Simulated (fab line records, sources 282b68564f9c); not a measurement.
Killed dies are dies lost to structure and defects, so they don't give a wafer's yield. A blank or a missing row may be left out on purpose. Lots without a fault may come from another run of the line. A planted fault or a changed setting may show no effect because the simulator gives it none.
fab line records | flow rit_cmos
record lots=6 wafers=18 last_day=7
route steps=202 shown PSD@144 SDANNEAL@153 M1@202
lots that met no fault: from a run of the same line without faults
start_h: hours from the record's first day to the start of the lot's first wafer shown | wait_h: hours since the lot's step before | " the same as in the row above | L1.1+2: a row that stands for several wafers | - no value, or no start given | * or withheld: withheld | < > ~ a bound
route shown NAME@n: a module of which the file shows steps, and the number in the route of the first | usual: mean/standard deviation of fault-free wafers | same: alike in all rows | chamber/n: place in a boat | sites: the reading at each site | _std_site: their standard deviation | _edge_site: outer sites' mean less inner sites' | radius_mm: how far each site lies from the wafer's centre | mask NAME#n: copy n | behind: the tool/chamber that last shaped the wafer | hold: why the lot was held/for how many hours/how that ended | device: the transistor (n, p or np) that didn't switch | end of line: the same wafers' tests at the end of the route | a step without rows: its recipe alone | killed: dies lost to structure and defects at the first sort, not the wafer's yield | map: a wafer's dies, x killed, . not, _ none there
set.NAME: the setting as run; set.NAME@STEP: as run at that earlier step | model.NAME: the simulator's own value behind a step, which no gauge read
lots at some steps of the route; a table a step, a row a wafer
services: from which hour (start_h, from the record's first day; less than 0 if before it) a tool's chamber was out of use, for how many hours, and why
## steps
# step RIT_PSD_SOFTBAKE_02
# recipe resist=NOVOLAK temp_c=90 time_s=60
# step RIT_PSD_EXPOSE_03
# recipe mask_id=M10 na=0.57 target_cd_nm=40900 dose_mj=250
# step RIT_PSD_PEB_04
# recipe resist=NOVOLAK temp_c=withheld time_s=withheld
# step RIT_PSD_DEVELOP_05
# recipe resist=NOVOLAK develop_time_s=50 dev_temp_c=23
# step RIT_PSD_OVL_MEAS_06
# usual PSD_OVL=-0.8/1.3
# columns lot.wafer tool chamber start_h wait_h PSD_OVL[nm]
L358.1 overlay-01 - 65.67 - -3.1
L358.3 " - " " -2.5
L358.4 " - " " -2.7
L359.1 overlay-02 - 69.30 - -1.2
L359.5 " - " " -0.7
L359.6 " - " " -2.0
L366.1 overlay-02 - 103.25 - -1.2
L366.3 " - " " -1.4
L366.6 " - " " -1.6
L368.1 overlay-02 - 113.89 - -2.8
L368.5 " - " " -2.8
L368.6 " - " " -2.1
L371.2 overlay-01 - 128.16 - -0.9
L371.4 " - " " -0.3
L371.5 " - " " -0.8
L378.1 overlay-01 - 162.86 - -2.3
L378.3 " - " " -1.5
L378.4 " - " " -1.9
# step RIT_PSD_HARDBAKE_07
# recipe resist=NOVOLAK temp_c=140 time_s=60
# step RIT_PSD_IMPLANT_08
# recipe species=BF2 energy_kev=27 dose_cm2=5e+15 tilt_deg=7
# step RIT_PSD_STRIP_09
# recipe chemistry=O2 time_s=180 resist=NOVOLAK platen_temp_c=withheld power_w=500 pressure_mtorr=4000 o2_flow_sccm=4000
# usual drypump_motor_current_A=5.5/0.61
# columns lot.wafer tool chamber start_h wait_h drypump_motor_current_A rf_hours_counter_h
L358.1 plasma_asher-03 0 66.00 0.1 5.5 43
L358.3 " 0 " " 5.6 -
L358.4 " 1 " " 6.6 -
L359.1 plasma_asher-01 0 69.63 0.1 5.4 45
L359.5 " 1 " " 5.0 -
L359.6 " 0 " " 5.4 -
L366.1 plasma_asher-01 0 103.59 0.1 5.4 48
L366.3 " 1 " " 5.0 -
L366.6 " 1 " " 5.0 -
L368.1 plasma_asher-03 1 114.23 0.1 6.6 48
L368.5 " 1 " " 6.6 -
L368.6 " 0 " " 5.6 -
L371.2 plasma_asher-01 0 128.49 0.1 5.4 1
L371.4 " 1 " " 5.0 -
L371.5 " 1 " " 5.0 -
L378.1 plasma_asher-01 0 163.20 0.1 5.4 5
L378.3 " 1 " " 5.0 -
L378.4 " 0 " " 5.4 -
# step RIT_PSD_TW_MEAS_10
# usual PSD_TW=3385/35
# columns lot.wafer tool chamber start_h wait_h PSD_TW
L358.1 film_metro-04 - 66.18 0.1 3422
L358.3 " - " " 3410
L358.4 " - " " 3408
L359.1 film_metro-04 - 69.81 0.1 3408
L359.5 " - " " 3404
L359.6 " - " " 3421
L366.1 film_metro-03 - 103.76 0.1 3358
L366.3 " - " " 3368
L366.6 " - " " 3380
L368.1 film_metro-03 - 114.40 0.1 3377
L368.5 " - " " 3359
L368.6 " - " " 3359
L371.2 film_metro-04 - 128.68 0.1 3425
L371.4 " - " " 3417
L371.5 " - " " 3398
L378.1 film_metro-04 - 163.37 0.1 3430
L378.3 " - " " 3424
L378.4 " - " " 3427
# step RIT_SDANNEAL_CLEAN_00
# recipe chemistry=SC1 mix=3:3:50 time_s=600 temp_c=75
# step RIT_SDANNEAL_CLEAN_01
# recipe chemistry=dHF dilution=50:1 time_s=30
# step RIT_SDANNEAL_CLEAN_02
# recipe chemistry=SC2 mix=3:3:50 time_s=600 temp_c=75 dry=n2_spin
# step RIT_SDANNEAL_RTA_03
# recipe temp_c=1050 time_s=5 idle_temp_c=600 ramp_up_c_per_s=342 ramp_down_c_per_s=171 cool_to_c=600 ambient=N2
# usual chamber_o2_ppm=2.001/0.021 wafer_temp_C_max=1053.6/1.2
# columns lot.wafer tool chamber start_h wait_h chamber_o2_ppm wafer_temp_C_max
L358.1 rtp_anneal-01 0 66.61 0.0 1.991 1054.6
L358.3 " 0 " " 1.978 1053.3
L358.4 " 0 " " 1.981 1052.4
L359.1 rtp_anneal-02 0 70.24 0.0 1.977 1054.5
L359.5 " 0 " " 2.015 1052.9
L359.6 " 0 " " 1.997 1053.2
L366.1 rtp_anneal-01 0 104.22 0.0 2.014 1011.8
L366.3 " 0 " " 1.977 1012.2
L366.6 " 0 " " 1.991 1014.1
L368.1 rtp_anneal-01 0 114.86 0.0 1.990 1014.5
L368.5 " 0 " " 1.984 1013.3
L368.6 " 0 " " 2.011 1014.9
L371.2 rtp_anneal-02 0 129.14 0.0 2.008 1053.8
L371.4 " 0 " " 1.990 1053.5
L371.5 " 0 " " 1.978 1052.1
L378.1 rtp_anneal-02 0 163.82 0.0 2.027 1053.9
L378.3 " 0 " " 2.005 1053.2
L378.4 " 0 " " 2.029 1054.4
# step RIT_SDANNEAL_RS_MEAS_04
# recipe thk_meas_gauge=four-point-probe
# usual PSD_RS=115.96/0.28
# columns lot.wafer tool chamber start_h wait_h hold PSD_RS[ohm/sq]
L358.1 film_metro-03 - 66.66 0.0 - 116.18
L358.3 " - " " - 115.84
L358.4 " - " " - 115.85
L359.1 film_metro-04 - 70.30 0.0 - 115.99
L359.5 " - " " - 116.10
L359.6 " - " " - 116.19
L366.1 film_metro-03 - 104.28 0.0 await_dispo/0.2h/release 145.05
L366.3 " - " " await_dispo/0.2h/release 144.59
L366.6 " - " " await_dispo/0.2h/release 144.75
L366.1 film_metro-03 - 104.64 0.3 - 144.93
L366.3 " - " " - 145.00
L366.6 " - " " - 144.61
L368.1 film_metro-04 - 114.92 0.0 await_dispo/0.2h/release 144.10
L368.5 " - " " await_dispo/0.2h/release 144.44
L368.6 " - " " await_dispo/0.2h/release 144.45
L368.1 film_metro-04 - 115.28 0.3 - 144.31
L368.5 " - " " - 144.45
L368.6 " - " " - 144.36
L371.2 film_metro-04 - 129.20 0.1 - 115.57
L371.4 " - " " - 115.68
L371.5 " - " " - 115.67
L378.1 film_metro-03 - 163.88 0.0 - 116.26
L378.3 " - " " - 116.48
L378.4 " - " " - 116.21
# step RIT_M1_PROBE_99
# usual defect_limited_yield=97.6/1.1 killed_at_contacts=0.1/0.27 killed_at_front_end=6.1/2.9 killed_dies=6.2/2.9 killed_open=3.2/1.9 killed_short=3/1.9 sort_bin_3_pad_short=0.1/0.2 sort_bin_5_function=1.3/0.77 sort_bin_6_memory=0.9/0.64 sort_n_pass=257.8/2.9 sort_yield_pct=97.6/1.1
# same gross_dies=264 killed_at_M0_to_M3=0 killed_at_M4_up=0 killed_at_back_side=0 killed_at_other=0
# columns lot.wafer tool chamber start_h wait_h defect_limited_yield[%] killed_at_contacts killed_at_front_end killed_dies killed_open killed_short sort_bin_3_pad_short[%] sort_bin_5_function[%] sort_bin_6_memory[%] sort_n_pass sort_yield_pct[%]
L358.1 prober-01 - 75.06 0.1 98.1 0 5 5 3 2 0 1.1 0.8 259.0 98.1
L358.3 prober-01 - 75.16 0.2 95.1 1 12 13 8 5 0 2.7 2.3 251.0 95.1
L358.4 prober-01 - 75.21 0.2 98.5 0 4 4 3 1 0 0.4 1.1 260.0 98.5
L359.1 prober-02 - 77.68 0.1 98.1 0 5 5 5 0 0 0.8 1.1 259.0 98.1
L359.5 prober-02 - 77.88 0.2 98.5 0 4 4 1 3 0 0.8 0.8 260.0 98.5
L359.6 prober-02 - 77.93 0.2 98.1 0 5 5 4 1 0 0.4 1.5 259.0 98.1
L371.2 prober-02 - 136.91 0.1 97.3 0 7 7 3 4 0 1.9 0.8 257.0 97.3
L371.4 prober-02 - 137.01 0.2 98.5 0 4 4 2 2 0 0.8 0.8 260.0 98.5
L371.5 prober-02 - 137.06 0.2 97.0 0 8 8 3 5 0.8 1.5 0.8 256.0 97.0
L378.1 prober-01 - 174.23 0.1 95.5 0 12 12 4 8 0.4 3.0 1.1 252.0 95.5
L378.3 prober-01 - 174.33 0.2 98.1 0 5 5 2 3 0 0.8 1.1 259.0 98.1
L378.4 prober-01 - 174.38 0.2 98.5 0 4 4 3 1 0 1.1 0.4 260.0 98.5
# killed by level:class
L358.1 GATE:geometric_particle:open=2 FOX2:geometric_particle:open=1 GATE:geometric_particle:short=1 REOX:geometric_particle:short=1
L358.3 FOX1:geometric_particle:open=2 GATE:geometric_particle:short=2 GATE:geometric_particle:open=2 REOX:geometric_particle:short=2 REOX:geometric_particle:open=1 SPACER:geometric_particle:open=1 SILICIDE:geometric_particle:short=1 SILICIDE:geometric_particle:open=1
L358.4 GATE:geometric_particle:open=1 REOX:geometric_particle:open=1 REOX:geometric_particle:short=1 SILICIDE:geometric_particle:open=1
L359.1 FOX2:geometric_particle:open=2 GATE:geometric_particle:open=2 SILICIDE:geometric_particle:open=1
L359.5 GATE:geometric_particle:short=2 FOX2:geometric_particle:open=1 REOX:geometric_particle:short=1
L359.6 REOX:geometric_particle:open=2 FOX2:geometric_particle:short=1 FOX2:geometric_particle:open=1 SILICIDE:geometric_particle:open=1
L371.2 FOX1:geometric_particle:short=2 REOX:geometric_particle:short=2 FOX1:geometric_particle:open=1 GATE:geometric_particle:open=1 REOX:geometric_particle:open=1
L371.4 FOX1:geometric_particle:short=1 FOX1:geometric_particle:open=1 GATE:geometric_particle:open=1 SPACER:geometric_particle:short=1
L371.5 FOX1:geometric_particle:short=2 SPACER:geometric_particle:short=2 FOX2:geometric_particle:open=1 GATE:geometric_particle:open=1 GATE:geometric_particle:short=1 REOX:geometric_particle:open=1
L378.1 GATE:geometric_particle:short=6 GATE:geometric_particle:open=2 FOX1:geometric_particle:open=1 FOX2:geometric_particle:short=1 REOX:geometric_particle:short=1 SPACER:geometric_particle:open=1
L378.3 FOX1:geometric_particle:short=1 GATE:geometric_particle:short=1 GATE:geometric_particle:open=1 REOX:geometric_particle:open=1 SPACER:geometric_particle:short=1
L378.4 GATE:geometric_particle:open=2 GATE:geometric_particle:short=1 REOX:geometric_particle:open=1
## services
# columns tool chamber start_h hours kind
plasma_asher-01 - 108.85 9.0 pm
plasma_asher-01 0 108.85 9.0 vent_cycle
plasma_asher-01 1 108.85 9.0 vent_cycle
plasma_asher-01 0 117.85 - clean
plasma_asher-01 1 117.85 - clean
rtp_anneal-01 - 127.12 3.8 pm
## key
first_sign step=RIT_SDANNEAL_RTA_03 reading=wafer_temp_C_max direction=down sigmas=33 usual=* struck=*
effect step=RIT_SDANNEAL_RS_MEAS_04 reading=visit direction=added
effect step=RIT_SDANNEAL_RS_MEAS_04 reading=PSD_RS direction=up sigmas=99+ usual=115.96 struck=144.56
met_at RIT_SDANNEAL_RTA_03
struck_wafers L366.1,L366.3,L366.6,L368.1,L368.5,L368.6
scrapped_behind RIT_SDANNEAL_RS_MEAS_04 L366.1,L366.3,L366.6,L368.1,L368.5,L368.6
onset_between 66.61 104.22
fault kind=process_parameter_drift tool=rtp_anneal-01 chamber=- onset_h=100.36 steps=RIT_SDANNEAL_RTA_03 channel=temp_c offset=* shape=step end_h=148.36 acts_in=* stated=*
